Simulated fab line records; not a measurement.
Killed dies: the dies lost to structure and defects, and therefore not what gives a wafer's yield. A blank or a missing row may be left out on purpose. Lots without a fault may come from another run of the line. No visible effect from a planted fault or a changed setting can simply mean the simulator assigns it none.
The same fault as seen by 2 desks -- flow berkeley_cmos170 -- only its own numbers are on each desk; what lay behind them is given at the end

== THE TOOL OWNER'S DESK: pvd_sputter-01 ==
The tool's own readings at UCB170_SILICIDE_SPUTTER_01 (material Ti, target thk 30 nm, time 25 s): means of the sampled wafers that have a number, for each lot that ran on this tool. If a lot's mean is further than 4 standard deviations from the usual mean, the lot is out of limits and carries the mark OUT (the distance appears in the brackets).
Columns: A = throttle_valve_pct at UCB170_SILICIDE_SPUTTER_01, usual 30.0 %
lot,first seen here,A
L164,day 9 20:53,30.2
L169,day 10 12:17,30.0
L171,day 11 07:36,30.6
L170,day 11 11:35,30.3
L173,day 12 08:53,30.2
Result from this desk: across the 5 lots, nothing is out of limits.

== FROM THE METROLOGY DESK ==
Means of the sampled wafers that have a number, per lot and without regard to the tool the lot ran on: this is what the gauges read. If a lot's mean is further than 4 standard deviations from the usual mean, the lot is out of limits and carries the mark OUT (the distance appears in the brackets).
Columns: A = PSD_OVL at UCB170_PSD_OVL_MEAS_07, usual -3 nm; B = PSD_TW at UCB170_PSD_TW_MEAS_10, usual 2302; C = NSD_OVL at UCB170_NSD_OVL_MEAS_07, usual -5 nm; D = SILICIDE_TI_RS at UCB170_SILICIDE_RS_MEAS_02, usual 26.0 ohm/sq; E = SILICIDE_TI_THK at UCB170_SILICIDE_THK_MEAS_03, usual 30.3 nm
lot,first seen here,A,B,C,D,E
L163,day 8 18:41,2,2296,8,25.5,30.9
L164,day 9 13:16,-4,2300,2,26.1,30.0
L165,day 9 13:34,-2,2285,-10,26.1,30.0
L169,day 10 06:01,-5,2293,0,26.4,29.8
L172,day 11 03:22,-1,2305,-9,25.5,31.0
L171,day 11 03:38,-1,2313,-14,25.9,30.5
L170,day 11 03:45,7,2309,-5,17.1 (-25) OUT,43.7 (+32) OUT
L173,day 12 01:41,-4,2314,-17,17.1 (-25) OUT,43.2 (+31) OUT
L174,day 12 02:14,-9,2315,-0,26.3,30.1
L178,day 12 09:38,-9,2313,-10,26.0,30.3
L179,day 13 01:30,0,2288,-3,25.4,31.0
L180,day 13 10:04,-5,2314,-8,26.1,30.3
L185,day 13 23:31,0,2284,-8,26.0,30.4
L183,day 14 00:07,-2,2293,-7,26.6,29.8
Per this desk, out of limits: L170, L173; the first was L170, day 11 11:37 (SILICIDE_TI_RS at UCB170_SILICIDE_RS_MEAS_02). Within limits: L163, L164, L165, L169, L172, L171, L174, L178, L179, L180, L185, L183.

== BROUGHT TOGETHER ==
On L170, L173, the metrology desk was in a position to raise an alarm at day 11 11:37.
The tool owner's desk saw nothing out of limits.
The tool owner's desk has L170, L173 on record, within its limits.
All the named lots went through UCB170_SILICIDE_SPUTTER_01 on pvd_sputter-01.

== WHAT HAD BEEN PUT IN BY THE SIMULATOR ==
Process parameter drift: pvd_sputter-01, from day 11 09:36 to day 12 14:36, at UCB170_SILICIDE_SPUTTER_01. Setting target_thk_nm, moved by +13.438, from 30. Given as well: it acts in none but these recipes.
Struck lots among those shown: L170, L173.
Delay in hours, fault start to first out-of-limits reading, per desk: metrology desk 2.
